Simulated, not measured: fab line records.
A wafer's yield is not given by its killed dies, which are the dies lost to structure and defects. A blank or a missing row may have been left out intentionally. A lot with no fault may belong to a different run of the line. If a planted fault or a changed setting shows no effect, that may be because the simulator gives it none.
Code-filled problem report in 8D (eight disciplines) form | flow berkeley-cmos170 | the parts of the form that need people (team, actions taken, sign-off) are left out

== 1. PROBLEM STATEMENT ==
At UCB170_PFIELD_SOFTBAKE_02, heater-power-total-W averages 67.59 W over 6 wafers from 2 lots, while fault-free wafers read 56.80 W, standard deviation 0.047. So: +99 or more standard deviations from the usual mean.
The step: time 60 s.
Earliest sighting: wafer L134.1 on litho-track-03 at day 5 20:01. At this step, 42 wafers from 14 lots have a number in the record. The rule behind "out" and "out of limits": a value lying over 4 standard deviations away from the usual mean. The rest of the wafers with a number are treated as sound.

== 2. WHAT IT IS, AND WHAT IT ISN'T ==
question                    | is                                 | is not
which readings at this step | heater-power-total-W, plate-temp-C | chill-plate-temp-C
which lots                  | L134, L135                         | L126, L127, L128, L129, L130, L131, L132, L133, L136, L137, L142, L149
which wafers of those lots  | all that have a number             | -
read on which tools         | litho-track-03                     | litho-track-02, litho-track-04
when                        | from day 5 20:01                   | up to then (21 sound wafers); but 15 sound wafers of L133, L136, L137, L142, L149 came after

== 3. SUSPECTS, AND WHAT RULES EACH OUT ==
Counting: any tool at a process step up to the reading is kept as a suspect provided that every lot that is out went through it and no sound lot did after the first of them.
- litho-track-03 at UCB170_PFIELD_SOFTBAKE_02 (time 60 s): kept. It ran every lot that is out, first L134 (day 5 20:01), and no sound lot after that; its last sound lot up to then is L132 (day 5 08:59). On those wafers its own readings are out: heater-power-total-W, plate-temp-C.
The count leaves litho-track-03 at UCB170_PFIELD_SOFTBAKE_02.

== 4. THE CAUSE (what the simulator had put in) ==
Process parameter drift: litho-track-03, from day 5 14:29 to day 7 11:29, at UCB170_PFIELD_SOFTBAKE_02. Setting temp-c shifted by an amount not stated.
The count eliminated every tool but this one.

== 5. THE CHAIN OF EFFECTS, in route order ==
Each row: a reading whose mean over the struck wafers that have a number lies more than 3 standard deviations from the usual. Readings are gone through only where the record gives a usual standard deviation; hours: the median, over the lots, of the time from a lot's start at the first step in this table giving one to that lot's start at this step; sigmas: the change measured in usual standard deviations.
hours | step                      | reading                  | usual    | on struck wafers | change | sigmas
0     | UCB170_PFIELD_SOFTBAKE_02 | heater-power-total-W     | 56.80 W  | 67.59            | +10.79 | +99 or more
0     | UCB170_PFIELD_SOFTBAKE_02 | plate-temp-C             | 130.00 C | 148.69           | +18.69 | +99 or more
1     | UCB170_PFIELD_STRIP_08    | strip-time-to-endpoint-s | 21.62 s  | 21.19            | -0.43  | -6.0
It contains these process steps:
- UCB170_PFIELD_SOFTBAKE_02: time 60 s.
- UCB170_PFIELD_STRIP_08: strips in O2.

== 6. HOW IT WOULD HAVE BEEN CAUGHT EARLIER ==
In this record no reading fell out of limits until day 5 20:01, 6 hours after the fault had begun at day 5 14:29.
